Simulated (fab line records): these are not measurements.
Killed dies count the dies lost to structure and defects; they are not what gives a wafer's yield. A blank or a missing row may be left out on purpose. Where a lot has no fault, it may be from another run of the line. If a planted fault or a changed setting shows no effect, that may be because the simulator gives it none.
A struck lot beside a sound one | flow rit-cmos | 15 out of 202 route steps
Sound: these wafers, L499.1, L499.3, L499.6. Struck: wafers L491.1, L491.2, L491.5. The cause comes at the end.
For every step that has rows: the tool of each side, followed by ch and its chambers, followed by its first start. Under that, the readings that differ: sound wafers | struck wafers | difference of the means | sigmas: that difference in standard deviations of wafers without a fault.
alike: readings whose means differ by less than 2 such deviations, and words and numbers that are the same on both sides. not compared: withheld readings, readings that some wafer has no value for, bounds like >300 that may hide the same value, and numbers for which the record gives no deviation and whose values overlap.
The two part at a step that has a row with sigmas, a row that says differs or no value, or rows on one side only. Non-overlapping numbers with no deviation appear without sigmas and do not part them. Lack of a reading on every wafer of one side parts them only where that side has two or more wafers.

RIT_PWELL_TW_MEAS_10:
  sound on film-metro-03 at day 5 19:44; struck on film-metro-01 at day 4 03:59
  reading  | sound       | struck      | difference | sigmas
  PWELL_TW | 943 940 942 | 965 960 959 | +20        | +2
then, 1 step without rows for these wafers: RIT_WELLDRIVE_ANNEAL_00 (time 14700 s).
RIT_WELLDRIVE_RS_MEAS_01: measures by four-point-probe.
  sound on film-metro-03 at day 6 00:52; struck on film-metro-01 at day 4 10:24
  reading           | sound             | struck            | difference | sigmas
  NWELL_RS (ohm/sq) | 274.1 275.1 274.3 | 277.4 276.5 276.8 | +2.4       | +3
RIT_WELLDRIVE_RS_MEAS_02: measures by four-point-probe.
  sound on film-metro-03 at day 6 00:59; struck on film-metro-01 at day 4 10:31
  alike: PWELL_RS
then, 6 steps without rows for these wafers: RIT_NRETRO_HMDS_00 (prime time 60 s); RIT_NRETRO_COAT_01 (resist thk 1300 nm); RIT_NRETRO_SOFTBAKE_02 (time 60 s); RIT_NRETRO_EXPOSE_03 (exposes mask M4, target cd 43900 nm); RIT_NRETRO_PEB_04; RIT_NRETRO_DEVELOP_05 (develop time 68 s).
RIT_NRETRO_OVL_MEAS_06:
  sound on overlay-02 at day 6 01:59; struck on overlay-02 at day 4 11:38
  alike: NRETRO_OVL
then, 1 step without rows for these wafers: RIT_NRETRO_HARDBAKE_07 (time 120 s).
RIT_NRETRO_IMPLANT_08:
  sound on implanter-04 ch 0, day 6 02:16; struck on implanter-03 ch 0, day 4 11:56
  reading                   | sound                | struck               | difference | sigmas
  beam-energy-keV           | 69.991 69.980 69.995 | 68.292 68.256 68.261 | -1.719     | -82
  model.implant.drp-nm (nm) | 33.94 33.94 33.94    | 33.22 33.22 33.22    | -0.72      |
RIT_NRETRO_STRIP_09: strips in O2, time 180 s.
  sound on plasma-asher-01 ch 0,1, day 6 02:25; struck on plasma-asher-04 ch 0,1, day 4 12:05
  alike: drypump-motor-current-A, o2-flow-sccm, rf-refl-power-W
  not compared: rf-hours-counter-h
RIT_M1_PROBE_99:
  sound on prober-01 at day 7 08:43; struck on prober-01 at day 5 18:22
  reading            | sound | struck | difference | sigmas
  killed-at-contacts | 0 1 2 | 0 0 0  | -1         | -3
  alike: killed-at-front-end, killed-dies, killed-open, killed-short

WHERE THEY PART
First at RIT_PWELL_TW_MEAS_10; last, within this record, at RIT_M1_PROBE_99.

WHY: whatever the simulator had introduced
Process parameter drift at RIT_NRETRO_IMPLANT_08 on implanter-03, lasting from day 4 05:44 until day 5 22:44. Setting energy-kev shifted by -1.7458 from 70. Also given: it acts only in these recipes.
